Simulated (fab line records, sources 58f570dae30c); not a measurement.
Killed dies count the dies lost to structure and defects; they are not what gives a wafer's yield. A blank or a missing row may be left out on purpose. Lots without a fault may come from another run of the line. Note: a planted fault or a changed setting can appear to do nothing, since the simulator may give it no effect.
Split-lot study	flow berkeley_cmos170	route with 331 steps; 5 lots, 27 wafers read

## THE SPLIT
At UCB170_NWELL_ETCH_13 (etches Si3N4 in CH3F/Ar/O2, stops on SiO2, target depth 246.4 nm, time 154 s), the setting target_depth_a was moved away from the recipe's 2464 angstrom on 9 of the 27 wafers read, by -57.3% to +38.9%. The other wafers ran this setting at the recipe's value.

Reading taken at the split's own step.

## THE READING
KrF_of_NWELL_COAT_07.thk_nm (the simulator's own value, which no gauge read), in nm, at UCB170_NWELL_ETCH_13 (etches Si3N4 in CH3F/Ar/O2, stops on SiO2, target depth 246.4 nm, time 154 s). The file does not state a usual value for it. Across the 18 wafers here that went through the recipe, the average is 718.5 nm and the standard deviation 3.5 nm.

wafer	tool, chamber at the split	target_depth_a as run, angstrom	against the recipe	KrF_of_NWELL_COAT_07.thk_nm, nm	against lot-mates on the recipe
L075.1	rie_diel-01, 3	3422	+38.9%	659.5	-60.7
L075.2	rie_diel-01, 2	2464	recipe	719.9	-
L075.3	rie_diel-01, 0	3422	+38.9%	655.5	-64.7
L075.4	rie_diel-01, 0	2464	recipe	721.1	-
L075.5	rie_diel-01, 3	2464	recipe	719.6	-
L075.6	rie_diel-01, 2	3422	+38.9%	657.5	-62.7
L076.1	rie_diel-04, 3	2464	recipe	722.5	-
L076.2	rie_diel-04, 0	2464	recipe	724.5	-
L076.3	rie_diel-04, 1	1068	-56.7%	816.3	+94.2
L076.4	rie_diel-04, 2	2464	recipe	719.3	-
L076.5	rie_diel-04, 2	1068	-56.7%	814.2	+92.1
L076.6	rie_diel-04, 3	1068	-56.7%	814.6	+92.5
L078.1	rie_diel-02, 3	2464	recipe	713.3	-
L078.2	rie_diel-02, 0	2464	recipe	718.6	-
L078.3	rie_diel-02, 1	2464	recipe	714.1	-
L078.4	rie_diel-02, 2	2464	recipe	715.8	-
L078.5	rie_diel-02, 2	2464	recipe	715.5	-
L078.6	rie_diel-02, 1	2464	recipe	710.4	-
L081.2	rie_diel-04, 3	2464	recipe	718.2	-
L081.5	rie_diel-04, 3	2464	recipe	719.1	-
L081.6	rie_diel-04, 2	2464	recipe	717	-
L083.1	rie_diel-01, 2	1052	-57.3%	815.7	+94.0
L083.2	rie_diel-01, 1	2464	recipe	723	-
L083.3	rie_diel-01, 3	2464	recipe	721	-
L083.4	rie_diel-01, 1	1052	-57.3%	813.2	+91.5
L083.5	rie_diel-01, 3	2464	recipe	721	-
L083.6	rie_diel-01, 2	1052	-57.3%	814.1	+92.4

FIT RESULTS
A straight line over all 27 wafers: KrF_of_NWELL_COAT_07.thk_nm changes by -1.66 nm for each +1% of target_depth_a; r = -1.00; the points scatter about the line by 3.4 nm.
The same after taking each lot's own level away (the mean of its wafers on the recipe; 27 wafers): -1.62 nm for each +1%; r = -1.00; scatter 1.7 nm.
Per that fit: largest target_depth_a move, reading shift of 93 nm.
The lots' own levels span 714.62 to 722.10 nm, that is 2.1 times the standard deviation above.
Consequently the slope shifts little with the lot-to-lot level, the two slopes agreeing.
Check: for one of the wafers moved furthest among these (-57.3%), held out of the fit, the line's prediction against its lot-mates is +93.1 nm. Against them it came out at +94 nm.

## THE WHOLE CHAIN: every reading that the file lists as answering this split, in the file's order
step	what it does	reading	change (the file's fit)	r (the file's)
UCB170_NWELL_ETCH_13	etches Si3N4 in CH3F/Ar/O2, stops on SiO2, target depth 246.4 nm, time 154 s	etch.depth_nm (the simulator's own value, which no gauge read)	not straight: 103.7 at the lowest setting, 225.6 at the recipe, 226.3 at the highest	not given
UCB170_NWELL_ETCH_13	etches Si3N4 in CH3F/Ar/O2, stops on SiO2, target depth 246.4 nm, time 154 s	KrF_of_NWELL_COAT_07.thk_nm (the simulator's own value, which no gauge read)	-1.63 nm for each +1% of the setting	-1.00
UCB170_NWELL_STRIP_15	strips in O2	strip_time_to_endpoint_s	withheld for each +1% of the setting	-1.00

## FILE'S OWN FIT
KrF_of_NWELL_COAT_07.thk_nm changes by -1.63 nm for each +1% of target_depth_a, r = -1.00.
